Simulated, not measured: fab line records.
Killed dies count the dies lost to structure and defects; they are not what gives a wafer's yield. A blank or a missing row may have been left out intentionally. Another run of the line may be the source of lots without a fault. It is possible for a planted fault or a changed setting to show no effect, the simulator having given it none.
fab line records + flow berkeley-cmos170
[record]
- lots = 5
- wafers = 23
route steps=331 shown NVT@111 GATE@125 FIELD@126 SPACER@173 BACKSIDE@200 SDANNEAL@204 PLDD@208 SILICIDE@211 CONTACT@217
start-h: start of the lot's first displayed wafer, in hours after the record's first day + wait-h: how many hours have passed since the lot's step before this one + " unchanged from the row above + L1.1+2: a row that stands for several wafers + - either no value or no given start + * or withheld: withheld + < > ~ a bound
route shown NAME@n: a module of which the file shows steps, and the number in the route of the first + usual: the fault-free wafers' mean and standard deviation + same: alike in all rows + chamber/n: place in a boat + sites: per-site readings + _std_site: how widely they spread, as a standard deviation + _edge_site: the outer-site mean with the inner-site mean subtracted + radius-mm: for every site, how far away it sits from the centre of the wafer + mask NAME#n: copy n + behind: the last tool/chamber to shape the wafer + hold: what put the lot on hold/how long, in hours/how the hold closed + device: which transistor (n, p or np) failed to switch + end of line: the route-end tests of the same wafers + step lacking rows: just its recipe + killed: dies that structure and defects cost at the first sort, which is not the same as the wafer's yield + map: shows each die of a wafer: x if killed, . if not, _ if none is there
set.NAME: the setting the step ran with; set.NAME@STEP: the setting that earlier step ran with + model.NAME: the simulator's own value behind a step, which no gauge read
lots whose settings were changed on purpose; a table a step, a row a wafer
[[steps]]
[step UCB170_NVT_IMPLANT_07]
[recipe]
- species = BF2
- dose-cm2 = 3e+12
- energy-kev = 50
- tilt-deg = 7
| lot.wafer      | tool         | chamber | start-h | wait-h | set.tilt-deg |
|----------------|--------------|---------|---------|--------|--------------|
| L075.1+3+4+5+6 | implanter-02 | 0       | 139.55  | 0.0    | 7            |
| L078.1+5+6     | implanter-01 | 0       | 139.82  | 0.0    | 7            |
| L082.1+3+5     | implanter-02 | 0       | 166.64  | 0.0    | 7.697        |
| L082.2+6       | "            | 0       | "       | "      | 7            |
| L084.1+2+3     | implanter-03 | 0       | 180.32  | 0.0    | 6.391        |
| L084.4+6       | "            | 0       | "       | "      | 7            |
| L085.1+2       | implanter-02 | 0       | 180.67  | 0.0    | 6.238        |
| L085.4+5+6     | "            | 0       | "       | "      | 7            |
[step UCB170_NVT_STRIP_08]
[recipe]
- chemistry = O2
- power-w = 400
- pressure-mtorr = 3500
- platen-temp-c = withheld
- o2-flow-sccm = 400
- overash-fraction = 0.5
[step UCB170_GATE_WET_ETCH_00]
[recipe]
- chemistry = dHF
- dilution = 25:1
- target = SiO2
- temp-c = 25
- time-s = 200
[step UCB170_FIELD_THK_MEAS_91]
[recipe]
- reads = SiO2_of_FIELD_OXIDATION_01
[usual]
- FIELD_OXIDE_LEFT_2_THK = 353/9.6
| lot.wafer | tool          | chamber | start-h | wait-h | set.temp-c@FIELD_OXIDATION_01 | FIELD_OXIDE_LEFT_2_THK[nm] |
|-----------|---------------|---------|---------|--------|-------------------------------|----------------------------|
| L075.1    | film-metro-01 | -       | -       | -      | 1000                          | 343                        |
| L075.3    | "             | -       | "       | "      | 1000                          | 346                        |
| L075.4    | "             | -       | "       | "      | 1000                          | 351                        |
| L075.5    | "             | -       | "       | "      | 1000                          | 347                        |
| L075.6    | "             | -       | "       | "      | 1000                          | 351                        |
| L078.1    | film-metro-04 | -       | 143.93  | 0.0    | 1000                          | 362                        |
| L078.5    | "             | -       | "       | "      | 1000                          | 358                        |
| L078.6    | "             | -       | "       | "      | 1000                          | 380                        |
| L082.1    | film-metro-03 | -       | -       | -      | 979.5                         | 271                        |
| L082.2    | "             | -       | "       | "      | 979.5                         | 264                        |
| L082.3    | "             | -       | "       | "      | 979.5                         | 273                        |
| L082.5    | "             | -       | "       | "      | 979.5                         | 274                        |
| L082.6    | "             | -       | "       | "      | 979.5                         | 270                        |
| L084.1    | film-metro-01 | -       | -       | -      | 1022                          | 444                        |
| L084.2    | "             | -       | "       | "      | 1022                          | 443                        |
| L084.3    | "             | -       | "       | "      | 1022                          | 452                        |
| L084.4    | "             | -       | "       | "      | 1022                          | 451                        |
| L084.6    | "             | -       | "       | "      | 1022                          | 447                        |
| L085.1    | film-metro-04 | -       | -       | -      | 976.4                         | 266                        |
| L085.2    | "             | -       | "       | "      | 976.4                         | 266                        |
| L085.4    | "             | -       | "       | "      | 976.4                         | 276                        |
| L085.5    | "             | -       | "       | "      | 976.4                         | 269                        |
| L085.6    | "             | -       | "       | "      | 976.4                         | 270                        |
[step UCB170_GATE_CVD_04]
[recipe]
- material = poly-Si
- temp-c = 610
- precursor = SiH4
- time-s = 1440
- pressure-mtorr = 375
- target-thk-nm = 214
- sih4-flow-sccm = 120
| lot.wafer      | tool     | chamber | start-h | wait-h | set.time-s |
|----------------|----------|---------|---------|--------|------------|
| L075.1+3+4+5+6 | -        | -       | -       | 6.6    | 1546       |
| L078.1+5+6     | lpcvd-01 | 1       | 162.74  | 6.6    | 1440       |
| L082.1+2+3+5+6 | -        | -       | -       | 0.0    | 1576       |
| L084.1+2+3+4+6 | -        | -       | -       | 1.0    | 1252       |
| L085.1+2+4+5+6 | -        | -       | -       | 1.0    | 1440       |
[step UCB170_GATE_ETCH_14]
[recipe]
- chemistry = N2/H2
- target-depth-a = withheld
- overetch-a = withheld
- target = BARC
- time-s = withheld
- source-w = 500
- bias-w = 100
- pressure-mtorr = 30
- n2-flow-sccm = 100
- h2-flow-sccm = 200
| lot.wafer      | tool        | chamber   | start-h | wait-h | set.source-w |
|----------------|-------------|-----------|---------|--------|--------------|
| L075.1+5+6     | rie-diel-03 | 3,3,0     | 166.45  | 0.0    | 500          |
| L075.3+4       | "           | 2,1       | "       | "      | 556.1        |
| L078.1+5+6     | rie-diel-02 | 2,1,2     | 166.55  | 0.0    | 500          |
| L082.1+3+6     | rie-diel-03 | 3,2,1     | 186.46  | 0.0    | 500          |
| L082.2+5       | "           | 0         | "       | "      | 475          |
| L084.1+3       | rie-diel-02 | 1,3       | 199.25  | 0.0    | 500          |
| L084.2+4+6     | "           | 0,2,2     | "       | "      | 521.7        |
| L085.1+2+4+5+6 | rie-diel-03 | 0,1,2,0,1 | 199.50  | 0.0    | 500          |
[step UCB170_GATE_ETCH_15]
[recipe]
- chemistry = HBr/Cl2
- target = poly-Si
- stop-on = SiO2
- over-etch-frac = 0.3
- icp-w = 300
- bias-w = 150
- time-s = 56.3
- pressure-mtorr = 15
- HBr_flow_sccm = 150
- Cl2_flow_sccm = 50
- target-depth-a = 2782
[usual]
- oes-product-au = 0.826/0.012
| lot.wafer | tool      | chamber | start-h | wait-h | set.time-s@GATE_CVD_04 | oes-product-au |
|-----------|-----------|---------|---------|--------|------------------------|----------------|
| L075.1    | rie-si-01 | 2       | 166.49  | -      | 1546                   | 0.873          |
| L075.3    | "         | 0       | "       | "      | 1546                   | 0.893          |
| L075.4    | "         | 1       | "       | "      | 1546                   | 0.877          |
| L075.5    | "         | 2       | "       | "      | 1546                   | 0.862          |
| L075.6    | "         | 3       | "       | "      | 1546                   | 0.850          |
| L078.1    | rie-si-02 | 1       | 166.59  | -      | 1440                   | 0.835          |
| L078.5    | "         | 1       | "       | "      | 1440                   | 0.833          |
| L078.6    | "         | 2       | "       | "      | 1440                   | 0.818          |
| L082.1    | rie-si-01 | 0       | 186.50  | -      | 1576                   | 0.896          |
| L082.2    | "         | 1       | "       | "      | 1576                   | 0.873          |
| L082.3    | "         | 2       | "       | "      | 1576                   | 0.866          |
| L082.5    | "         | 2       | "       | "      | 1576                   | 0.878          |
| L082.6    | "         | 0       | "       | "      | 1576                   | 0.891          |
| L084.1    | rie-si-01 | 1       | 199.29  | -      | 1252                   | 0.746          |
| L084.2    | "         | 0       | "       | "      | 1252                   | 0.764          |
| L084.3    | "         | 2       | "       | "      | 1252                   | 0.751          |
| L084.4    | "         | 2       | "       | "      | 1252                   | 0.759          |
| L084.6    | "         | 1       | "       | "      | 1252                   | 0.747          |
| L085.1    | rie-si-02 | 1       | 199.55  | -      | 1440                   | 0.832          |
| L085.2    | "         | 0       | "       | "      | 1440                   | 0.837          |
| L085.4    | "         | 2       | "       | "      | 1440                   | 0.810          |
| L085.5    | "         | 2       | "       | "      | 1440                   | 0.819          |
| L085.6    | "         | 3       | "       | "      | 1440                   | 0.817          |
[step UCB170_SPACER_ANNEAL_02]
[recipe]
- temp-c = 900
- time-s = 1800
- ambient = N2
| lot.wafer      | tool       | chamber | start-h | wait-h | set.temp-c |
|----------------|------------|---------|---------|--------|------------|
| L075.1+3+4+5+6 | -          | -       | -       | 5.4    | 884.1      |
| L078.1+5+6     | furnace-04 | 0       | 179.31  | 5.1    | 900        |
| L082.1+2+3+5+6 | -          | -       | -       | 4.5    | 887.1      |
| L084.1+2+3+4+6 | -          | -       | -       | 4.1    | 913.9      |
| L085.1+2+4+5+6 | -          | -       | -       | 3.5    | 878        |
[step UCB170_BACKSIDE_COAT_01]
[recipe]
- resist = KrF
- spin-rpm = 1500
- resist-thk-nm = 900
| lot.wafer | tool           | chamber | start-h | wait-h | set.resist-thk-nm | model.KrF_of_BACKSIDE_COAT_01.thk-nm |
|-----------|----------------|---------|---------|--------|-------------------|--------------------------------------|
| L075.1    | litho-track-02 | 0       | 185.80  | 0.1    | 900               | 898.5                                |
| L075.3    | "              | 0       | "       | "      | 900               | 901.6                                |
| L075.4    | "              | 0       | "       | "      | 900               | 899.4                                |
| L075.5    | "              | 0       | "       | "      | 900               | 898.7                                |
| L075.6    | "              | 0       | "       | "      | 900               | 899.2                                |
| L078.1    | litho-track-01 | 0       | 186.59  | 0.1    | 900               | 898.3                                |
| L078.5    | "              | 0       | "       | "      | 900               | 899.8                                |
| L078.6    | "              | 0       | "       | "      | 900               | 897.1                                |
| L082.1    | litho-track-02 | 0       | 200.41  | 0.1    | 936               | 934.6                                |
| L082.2    | "              | 0       | "       | "      | 936               | 934.7                                |
| L082.3    | "              | 0       | "       | "      | 900               | 899.8                                |
| L082.5    | "              | 0       | "       | "      | 936               | 937.5                                |
| L082.6    | "              | 0       | "       | "      | 900               | 901                                  |
| L085.1    | litho-track-02 | 0       | 216.23  | 0.1    | 929.7             | 932                                  |
| L085.2    | "              | 0       | "       | "      | 900               | 902.4                                |
| L085.4    | "              | 0       | "       | "      | 929.7             | 934.9                                |
| L085.5    | "              | 0       | "       | "      | 900               | 900.5                                |
| L085.6    | "              | 0       | "       | "      | 900               | 903.5                                |
| L084.1    | litho-track-02 | 0       | 216.84  | 0.1    | 900               | 902.1                                |
| L084.2    | "              | 0       | "       | "      | 880.8             | 880.4                                |
| L084.3    | "              | 0       | "       | "      | 880.8             | 881.3                                |
| L084.4    | "              | 0       | "       | "      | 900               | 899.8                                |
| L084.6    | "              | 0       | "       | "      | 900               | 898.6                                |
[step UCB170_BACKSIDE_SOFTBAKE_02]
[recipe]
- resist = KrF
- temp-c = 130
- time-s = 60
[step UCB170_BACKSIDE_STRIP_03]
[recipe]
- chemistry = O2
- power-w = 400
- pressure-mtorr = 3500
- platen-temp-c = withheld
- o2-flow-sccm = 400
- overash-fraction = 0.5
[usual]
- strip-time-to-endpoint-s = 21.99/0.053
| lot.wafer | tool            | chamber | start-h | wait-h | set.resist-thk-nm@BACKSIDE_COAT_01 | strip-time-to-endpoint-s |
|-----------|-----------------|---------|---------|--------|------------------------------------|--------------------------|
| L075.1    | plasma-asher-01 | 0       | 186.10  | 0.1    | 900                                | 21.92                    |
| L075.3    | "               | 1       | "       | "      | 900                                | 22.01                    |
| L075.4    | "               | 0       | "       | "      | 900                                | 21.95                    |
| L075.5    | "               | 1       | "       | "      | 900                                | 21.93                    |
| L075.6    | "               | 0       | "       | "      | 900                                | 21.94                    |
| L078.1    | plasma-asher-04 | 1       | 186.89  | 0.1    | 900                                | 21.91                    |
| L078.5    | "               | 0       | "       | "      | 900                                | 21.96                    |
| L078.6    | "               | 1       | "       | "      | 900                                | 21.90                    |
| L082.1    | plasma-asher-02 | 0       | 200.71  | 0.1    | 936                                | 22.81                    |
| L082.2    | "               | 1       | "       | "      | 936                                | 22.78                    |
| L082.3    | "               | 1       | "       | "      | 900                                | 21.97                    |
| L082.5    | "               | 0       | "       | "      | 936                                | 22.86                    |
| L082.6    | "               | 1       | "       | "      | 900                                | 21.98                    |
| L085.1    | plasma-asher-02 | 0       | 216.53  | 0.1    | 929.7                              | 22.74                    |
| L085.2    | "               | 1       | "       | "      | 900                                | 22.03                    |
| L085.4    | "               | 0       | "       | "      | 929.7                              | 22.79                    |
| L085.5    | "               | 0       | "       | "      | 900                                | 21.96                    |
| L085.6    | "               | 1       | "       | "      | 900                                | 22.04                    |
| L084.1    | plasma-asher-01 | 0       | 217.14  | 0.1    | 900                                | 22.02                    |
| L084.2    | "               | 1       | "       | "      | 880.8                              | 21.50                    |
| L084.3    | "               | 0       | "       | "      | 880.8                              | 21.52                    |
| L084.4    | "               | 1       | "       | "      | 900                                | 21.97                    |
| L084.6    | "               | 1       | "       | "      | 900                                | 21.94                    |
[step UCB170_BACKSIDE_CLEAN_04]
[recipe]
- chemistry = SPM
- temp-c = 120
- time-s = 600
[step UCB170_SDANNEAL_RTA_00]
[recipe]
- temp-c = 900
- time-s = 10
- ambient = N2
[step UCB170_SDANNEAL_RS_MEAS_04]
[recipe]
- thk-meas-gauge = four-point-probe
[usual]
- PLDD_RS = 1034.0/2.7
| lot.wafer | tool          | chamber | start-h | wait-h | set.temp-c@SPACER_ANNEAL_02 | PLDD_RS[ohm/sq] |
|-----------|---------------|---------|---------|--------|-----------------------------|-----------------|
| L075.1    | film-metro-04 | -       | 186.74  | 0.1    | 884.1                       | 1098.5          |
| L075.3    | "             | -       | "       | "      | 884.1                       | 1098.6          |
| L075.4    | "             | -       | "       | "      | 884.1                       | 1097.8          |
| L075.5    | "             | -       | "       | "      | 884.1                       | 1100.4          |
| L075.6    | "             | -       | "       | "      | 884.1                       | 1097.6          |
| L078.1    | film-metro-04 | -       | 187.74  | 0.1    | 900                         | 1033.1          |
| L078.5    | "             | -       | "       | "      | 900                         | 1035.1          |
| L078.6    | "             | -       | "       | "      | 900                         | 1036.0          |
| L082.1    | film-metro-02 | -       | 201.36  | 0.1    | 887.1                       | 1077.0          |
| L082.2    | "             | -       | "       | "      | 887.1                       | 1079.3          |
| L082.3    | "             | -       | "       | "      | 887.1                       | 1080.0          |
| L082.5    | "             | -       | "       | "      | 887.1                       | 1082.2          |
| L082.6    | "             | -       | "       | "      | 887.1                       | 1079.1          |
| L085.1    | film-metro-03 | -       | 217.17  | 0.1    | 878                         | 1125.5          |
| L085.2    | "             | -       | "       | "      | 878                         | 1125.5          |
| L085.4    | "             | -       | "       | "      | 878                         | 1124.7          |
| L085.5    | "             | -       | "       | "      | 878                         | 1127.9          |
| L085.6    | "             | -       | "       | "      | 878                         | 1126.5          |
| L084.1    | film-metro-02 | -       | 217.78  | 0.1    | 913.9                       | 983.6           |
| L084.2    | "             | -       | "       | "      | 913.9                       | 987.1           |
| L084.3    | "             | -       | "       | "      | 913.9                       | 984.9           |
| L084.4    | "             | -       | "       | "      | 913.9                       | 984.6           |
| L084.6    | "             | -       | "       | "      | 913.9                       | 984.8           |
[step UCB170_SILICIDE_SPUTTER_01]
[recipe]
- material = Ti
- target-thk-nm = 30
- time-s = 25
- power-w = 1500
- chamber-pressure-pa = 0.5
| lot.wafer | tool           | chamber | start-h | wait-h | set.power-w | model.Ti_of_SILICIDE_SPUTTER_01.thk-nm |
|-----------|----------------|---------|---------|--------|-------------|----------------------------------------|
| L075.1    | pvd-sputter-02 | -       | 187.05  | 0.0    | 1500        | 30.1                                   |
| L075.3    | "              | -       | "       | "      | 1646        | 32.78                                  |
| L075.4    | "              | -       | "       | "      | 1500        | 30.03                                  |
| L075.5    | "              | -       | "       | "      | 1646        | 32.83                                  |
| L075.6    | "              | -       | "       | "      | 1646        | 32.72                                  |
| L078.1    | pvd-sputter-01 | -       | 188.05  | 0.0    | 1500        | 30.83                                  |
| L078.5    | "              | -       | "       | "      | 1500        | 30.63                                  |
| L078.6    | "              | -       | "       | "      | 1500        | 30.38                                  |
| L082.1    | pvd-sputter-01 | -       | 201.66  | 0.0    | 1500        | 29.88                                  |
| L082.2    | "              | -       | "       | "      | 1584        | 31.47                                  |
| L082.3    | "              | -       | "       | "      | 1500        | 29.96                                  |
| L082.5    | "              | -       | "       | "      | 1584        | 31.53                                  |
| L082.6    | "              | -       | "       | "      | 1584        | 31.77                                  |
| L085.1    | pvd-sputter-04 | -       | 217.47  | 0.0    | 1665        | 33.49                                  |
| L085.2    | "              | -       | "       | "      | 1500        | 29.92                                  |
| L085.4    | "              | -       | "       | "      | 1665        | 33.21                                  |
| L085.5    | "              | -       | "       | "      | 1665        | 33.6                                   |
| L085.6    | "              | -       | "       | "      | 1500        | 30.47                                  |
| L084.1    | pvd-sputter-02 | -       | 218.09  | 0.0    | 1437        | 28.45                                  |
| L084.2    | "              | -       | "       | "      | 1437        | 28.64                                  |
| L084.3    | "              | -       | "       | "      | 1500        | 29.58                                  |
| L084.4    | "              | -       | "       | "      | 1500        | 29.46                                  |
| L084.6    | "              | -       | "       | "      | 1437        | 28.35                                  |
[step UCB170_SILICIDE_RS_MEAS_02]
[recipe]
- thk-meas-gauge = four-point-probe
- reads = Ti_of_SILICIDE_SPUTTER_01
[usual]
- SILICIDE_TI_RS = 25.95/0.29
| lot.wafer | tool          | chamber | start-h | wait-h | set.power-w@SILICIDE_SPUTTER_01 | SILICIDE_TI_RS[ohm/sq] |
|-----------|---------------|---------|---------|--------|---------------------------------|------------------------|
| L075.1    | film-metro-01 | -       | 187.08  | 0.0    | 1500                            | 25.98                  |
| L075.3    | "             | -       | "       | "      | 1646                            | 23.53                  |
| L075.4    | "             | -       | "       | "      | 1500                            | 26.06                  |
| L075.5    | "             | -       | "       | "      | 1646                            | 23.51                  |
| L075.6    | "             | -       | "       | "      | 1646                            | 23.55                  |
| L078.1    | film-metro-03 | -       | 188.08  | 0.0    | 1500                            | 25.29                  |
| L078.5    | "             | -       | "       | "      | 1500                            | 25.51                  |
| L078.6    | "             | -       | "       | "      | 1500                            | 25.76                  |
| L082.1    | film-metro-01 | -       | 201.69  | 0.0    | 1500                            | 26.22                  |
| L082.2    | "             | -       | "       | "      | 1584                            | 24.65                  |
| L082.3    | "             | -       | "       | "      | 1500                            | 26.14                  |
| L082.5    | "             | -       | "       | "      | 1584                            | 24.58                  |
| L082.6    | "             | -       | "       | "      | 1584                            | 24.39                  |
| L085.1    | film-metro-03 | -       | 217.51  | 0.0    | 1665                            | 22.97                  |
| L085.2    | "             | -       | "       | "      | 1500                            | 26.17                  |
| L085.4    | "             | -       | "       | "      | 1665                            | 23.16                  |
| L085.5    | "             | -       | "       | "      | 1665                            | 22.92                  |
| L085.6    | "             | -       | "       | "      | 1500                            | 25.71                  |
| L084.1    | film-metro-01 | -       | 218.12  | 0.0    | 1437                            | 27.76                  |
| L084.2    | "             | -       | "       | "      | 1437                            | 27.56                  |
| L084.3    | "             | -       | "       | "      | 1500                            | 26.51                  |
| L084.4    | "             | -       | "       | "      | 1500                            | 26.64                  |
| L084.6    | "             | -       | "       | "      | 1437                            | 27.86                  |
[step UCB170_SILICIDE_THK_MEAS_03]
[recipe]
- thk-meas-gauge = xrf
- reads = Ti_of_SILICIDE_SPUTTER_01
[usual]
- SILICIDE_TI_THK = 30.24/0.29
| lot.wafer | tool          | chamber | start-h | wait-h | set.power-w@SILICIDE_SPUTTER_01 | SILICIDE_TI_THK[nm] |
|-----------|---------------|---------|---------|--------|---------------------------------|---------------------|
| L075.1    | film-metro-01 | -       | 187.20  | 0.1    | 1500                            | 30.07               |
| L075.3    | "             | -       | "       | "      | 1646                            | 32.88               |
| L075.4    | "             | -       | "       | "      | 1500                            | 30.14               |
| L075.5    | "             | -       | "       | "      | 1646                            | 32.92               |
| L075.6    | "             | -       | "       | "      | 1646                            | 32.86               |
| L078.1    | film-metro-03 | -       | 188.20  | 0.1    | 1500                            | 30.69               |
| L078.5    | "             | -       | "       | "      | 1500                            | 30.63               |
| L078.6    | "             | -       | "       | "      | 1500                            | 30.30               |
| L082.1    | film-metro-01 | -       | 201.81  | 0.1    | 1500                            | 30.04               |
| L082.2    | "             | -       | "       | "      | 1584                            | 31.75               |
| L082.3    | "             | -       | "       | "      | 1500                            | 30.19               |
| L082.5    | "             | -       | "       | "      | 1584                            | 31.83               |
| L082.6    | "             | -       | "       | "      | 1584                            | 32.13               |
| L085.1    | film-metro-03 | -       | 217.63  | 0.1    | 1665                            | 33.64               |
| L085.2    | "             | -       | "       | "      | 1500                            | 30.11               |
| L085.4    | "             | -       | "       | "      | 1665                            | 33.31               |
| L085.5    | "             | -       | "       | "      | 1665                            | 33.83               |
| L085.6    | "             | -       | "       | "      | 1500                            | 30.65               |
| L084.1    | film-metro-01 | -       | 218.24  | 0.1    | 1437                            | 28.48               |
| L084.2    | "             | -       | "       | "      | 1437                            | 28.79               |
| L084.3    | "             | -       | "       | "      | 1500                            | 29.53               |
| L084.4    | "             | -       | "       | "      | 1500                            | 29.51               |
| L084.6    | "             | -       | "       | "      | 1437                            | 28.44               |
[step UCB170_CONTACT_CVD_01]
[recipe]
- material = PSG
- target-thk-nm = 700
- temp-c = 450
- precursor = SiH4/O2/PH3
- time-s = 2820
- pressure-mtorr = 300
- sih4-flow-sccm = 60
- o2-flow-sccm = 90
- ph3-flow-sccm = 25
| lot.wafer | tool     | chamber | start-h | wait-h | set.sih4-flow-sccm | model.PSG_of_CONTACT_CVD_01.thk-nm |
|-----------|----------|---------|---------|--------|--------------------|------------------------------------|
| L075.1    | -        | -       | -       | 1.1    | 51.66              | 678.6                              |
| L075.3    | "        | -       | "       | "      | 51.66              | 668.1                              |
| L075.4    | "        | -       | "       | "      | 51.66              | 673.4                              |
| L075.5    | "        | -       | "       | "      | 51.66              | 674.4                              |
| L075.6    | "        | -       | "       | "      | 51.66              | 669.9                              |
| L078.1    | lpcvd-01 | 1       | 188.66  | 0.1    | 60                 | 705.3                              |
| L078.5+6  | "        | 1       | "       | "      | 60                 | 709.3                              |
| L082.1    | -        | -       | -       | 0.0    | 64.89              | 720                                |
| L082.2    | "        | -       | "       | "      | 64.89              | 721.2                              |
| L082.3    | "        | -       | "       | "      | 64.89              | 721.7                              |
| L082.5    | "        | -       | "       | "      | 64.89              | 723.6                              |
| L082.6    | "        | -       | "       | "      | 64.89              | 721.4                              |
| L084.1    | -        | -       | -       | 0.3    | 52.04              | 669                                |
| L084.2+3  | "        | -       | "       | "      | 52.04              | 668.5                              |
| L084.4    | "        | -       | "       | "      | 52.04              | 667.2                              |
| L084.6    | "        | -       | "       | "      | 52.04              | 670.1                              |
| L085.1    | -        | -       | -       | 1.0    | 64.92              | 723.2                              |
| L085.2    | "        | -       | "       | "      | 64.92              | 720.4                              |
| L085.4    | "        | -       | "       | "      | 64.92              | 723                                |
| L085.5    | "        | -       | "       | "      | 64.92              | 723.7                              |
| L085.6    | "        | -       | "       | "      | 64.92              | 721                                |
[step UCB170_CONTACT_THK_MEAS_02]
[recipe]
- reads = PSG_of_CONTACT_CVD_01
[usual]
- CONTACT_PSG_THK = 701/4.9
| lot.wafer | tool          | chamber | start-h | wait-h | set.sih4-flow-sccm@CONTACT_CVD_01 | CONTACT_PSG_THK[nm] |
|-----------|---------------|---------|---------|--------|-----------------------------------|---------------------|
| L075.1    | film-metro-03 | -       | -       | -      | 51.66                             | 678                 |
| L075.3    | "             | -       | "       | "      | 51.66                             | 668                 |
| L075.4    | "             | -       | "       | "      | 51.66                             | 673                 |
| L075.5    | "             | -       | "       | "      | 51.66                             | 675                 |
| L075.6    | "             | -       | "       | "      | 51.66                             | 670                 |
| L078.1    | film-metro-03 | -       | 191.46  | 0.1    | 60                                | 705                 |
| L078.5    | "             | -       | "       | "      | 60                                | 710                 |
| L078.6    | "             | -       | "       | "      | 60                                | 709                 |
| L082.1    | film-metro-01 | -       | -       | -      | 64.89                             | 720                 |
| L082.2    | "             | -       | "       | "      | 64.89                             | 722                 |
| L082.3    | "             | -       | "       | "      | 64.89                             | 722                 |
| L082.5    | "             | -       | "       | "      | 64.89                             | 724                 |
| L082.6    | "             | -       | "       | "      | 64.89                             | 721                 |
| L084.1    | film-metro-02 | -       | -       | -      | 52.04                             | 669                 |
| L084.2    | "             | -       | "       | "      | 52.04                             | 669                 |
| L084.3    | "             | -       | "       | "      | 52.04                             | 669                 |
| L084.4    | "             | -       | "       | "      | 52.04                             | 667                 |
| L084.6    | "             | -       | "       | "      | 52.04                             | 670                 |
| L085.1    | film-metro-03 | -       | -       | -      | 64.92                             | 723                 |
| L085.2    | "             | -       | "       | "      | 64.92                             | 720                 |
| L085.4    | "             | -       | "       | "      | 64.92                             | 723                 |
| L085.5    | "             | -       | "       | "      | 64.92                             | 723                 |
| L085.6    | "             | -       | "       | "      | 64.92                             | 721                 |
[[key]]
[split]
- step = UCB170_NVT_IMPLANT_07
- setting = tilt-deg
- stated = 7
- by = wafer
response none clear
[split]
- step = UCB170_GATE_CVD_04
- setting = time-s
- stated = 1440
- by = lot
[response]
- step = UCB170_GATE_ETCH_15
- reading = oes-product-au
- change = +0.00572
- per = 1%
- r = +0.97
[split]
- step = UCB170_GATE_ETCH_14
- setting = source-w
- stated = 500
- by = wafer
response none clear
[split]
- step = UCB170_SPACER_ANNEAL_02
- setting = temp-c
- stated = 900
- by = lot
[response]
- step = UCB170_SDANNEAL_RS_MEAS_04
- reading = PLDD_RS
- change = -34.7
- per = 1%
- r = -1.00
[split]
- step = UCB170_BACKSIDE_COAT_01
- setting = resist-thk-nm
- stated = 900
- by = wafer
[response]
- step = UCB170_BACKSIDE_COAT_01
- reading = model.KrF_of_BACKSIDE_COAT_01.thk-nm
- change = +9.08
- per = 1%
- r = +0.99
[response]
- step = UCB170_BACKSIDE_STRIP_03
- reading = strip-time-to-endpoint-s
- change = *
- per = 1%
- r = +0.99
[split]
- step = UCB170_SILICIDE_SPUTTER_01
- setting = power-w
- stated = 1500
- by = wafer
[response]
- step = UCB170_SILICIDE_SPUTTER_01
- reading = model.Ti_of_SILICIDE_SPUTTER_01.thk-nm
- change = +0.286
- per = 1%
- r = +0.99
[response]
- step = UCB170_SILICIDE_RS_MEAS_02
- reading = SILICIDE_TI_RS
- change = -0.266
- per = 1%
- r = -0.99
[response]
- step = UCB170_SILICIDE_THK_MEAS_03
- reading = SILICIDE_TI_THK
- change = +0.289
- per = 1%
- r = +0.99
[split]
- step = UCB170_CONTACT_CVD_01
- setting = sih4-flow-sccm
- stated = 60
- by = lot
[response]
- step = UCB170_CONTACT_CVD_01
- reading = model.PSG_of_CONTACT_CVD_01.thk-nm
- change = +2.36
- per = 1%
- r = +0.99
[response]
- step = UCB170_CONTACT_THK_MEAS_02
- reading = CONTACT_PSG_THK
- change = +2.36
- per = 1%
- r = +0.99
split outside-this-file step=UCB170_FIELD_OXIDATION_01 setting=temp-c
// split outside-this-file: this setting was split too, and the file shows its column; the key of that split is in another file
